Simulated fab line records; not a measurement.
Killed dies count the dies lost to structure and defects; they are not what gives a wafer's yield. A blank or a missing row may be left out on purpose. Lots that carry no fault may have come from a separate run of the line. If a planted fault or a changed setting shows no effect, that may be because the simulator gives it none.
One fault through the eyes of 2 desks | flow berkeleyCmos170 | each desk holds nothing but its own numbers, with what lay behind them at the end

## AT THE METROLOGY DESK
Lot by lot, what the gauges showed, no matter which tool ran the lot: averages of those sampled wafers that carry a number. Any lot whose mean is over 4 standard deviations away from the usual mean is out of limits and marked OUT; that distance is given in the brackets.
Columns: A = PVT_OVL at UCB170_PVT_OVL_MEAS_06, usual 0 nm; B = GATE_POLY_THK at UCB170_GATE_THK_MEAS_05, usual 215.6 nm; C = cdNm at UCB170_GATE_CD_MEAS_90, usual 350.5 nm
lot  | first seen here | A  | B     | C
L843 | day 6 10:59     | -6 | 213.8 | 352.8
L844 | day 6 18:34     | -1 | 215.6 | 352.0
L847 | day 7 06:44     | 4  | 217.4 | 352.0
L846 | day 7 07:00     | -5 | 215.1 | 349.7
L848 | day 7 18:54     | -6 | 216.5 | 350.8
L852 | day 8 10:58     | -1 | 214.2 | 350.9
L851 | day 8 11:36     | -1 | 215.0 | 349.8
L855 | day 8 14:59     | 3  | 215.1 | 351.0
L854 | day 8 15:03     | -2 | 214.3 | 350.1
L857 | day 9 16:03     | -6 | 218.7 | 348.0
L858 | day 9 16:20     | -2 | 214.6 | 350.4
L862 | day 10 16:59    | 10 | 216.4 | 350.2
L864 | day 10 17:43    | -1 | 215.8 | 350.8
L865 | day 11 07:59    | -4 | 214.1 | 349.2
Finding of this desk: none of the 14 lots has anything out of limits.

## TOOL OWNER'S DESK, rieMetal-01
The tool's own readings at UCB170_M1_METAL_ETCH_12 (etches Al in Cl2/BCl3, stops on PSG, target depth 780 nm, time 130 s): means of the sampled wafers that have a number, for each lot that ran on this tool. Any lot whose mean is over 4 standard deviations away from the usual mean is out of limits and marked OUT; that distance is given in the brackets.
Columns: A = drypumpMotorCurrentA at UCB170_M1_METAL_ETCH_12, usual 5.9 A; B = mfcCl2Sccm at UCB170_M1_METAL_ETCH_12, usual 90.03 sccm; C = oesProductAu at UCB170_M1_METAL_ETCH_12, usual 0.849 a.u.; D = rfFwdPowerW at UCB170_M1_METAL_ETCH_12, usual 597.2 W; E = runLengthS at UCB170_M1_METAL_ETCH_12, usual 158.5 s; F = throttleValvePct at UCB170_M1_METAL_ETCH_12, usual 24.38 %
lot  | first seen here | A   | B     | C                | D     | E               | F
L846 | day 9 01:19     | 5.9 | 90.21 | 0.844            | 597.7 | 158.5           | 24.17
L851 | day 9 21:44     | 5.9 | 89.90 | 0.850            | 597.9 | 158.5           | 24.16
L855 | day 10 06:15    | 5.7 | 89.99 | 0.844            | 596.5 | 161.0           | 24.44
L858 | day 11 09:14    | 5.7 | 90.02 | 0.846            | 596.2 | 158.2           | 24.46
L857 | day 11 09:55    | 5.8 | 90.31 | 0.948 (+7.0) OUT | 592.5 | 124.9 (-31) OUT | 24.25
L864 | day 12 08:38    | 5.7 | 90.24 | 0.895            | 595.5 | 141.4 (-16) OUT | 24.42
This desk's verdict: out of limits on L857, L864, starting with L857 at day 11 09:55 (oesProductAu at UCB170_M1_METAL_ETCH_12). L846, L851, L855, L858 stayed within limits.

## ALL TOGETHER
An alarm could have come from the tool owner's desk at day 11 09:55, on L857, L864.
The metrology desk saw nothing out of limits.
The metrology desk has L857, L864 on record, within its limits.
Of the lots named, all ran UCB170_M1_METAL_ETCH_12 on rieMetal-01.

## WHAT THE SIMULATOR HAD PUT IN
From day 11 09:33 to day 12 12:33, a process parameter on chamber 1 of rieMetal-01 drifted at UCB170_M1_METAL_ETCH_12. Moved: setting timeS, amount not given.
Lots struck among those shown: L857, L864.
How many hours passed from the start of the fault until each desk's first out-of-limits reading: the tool owner's desk, 0.
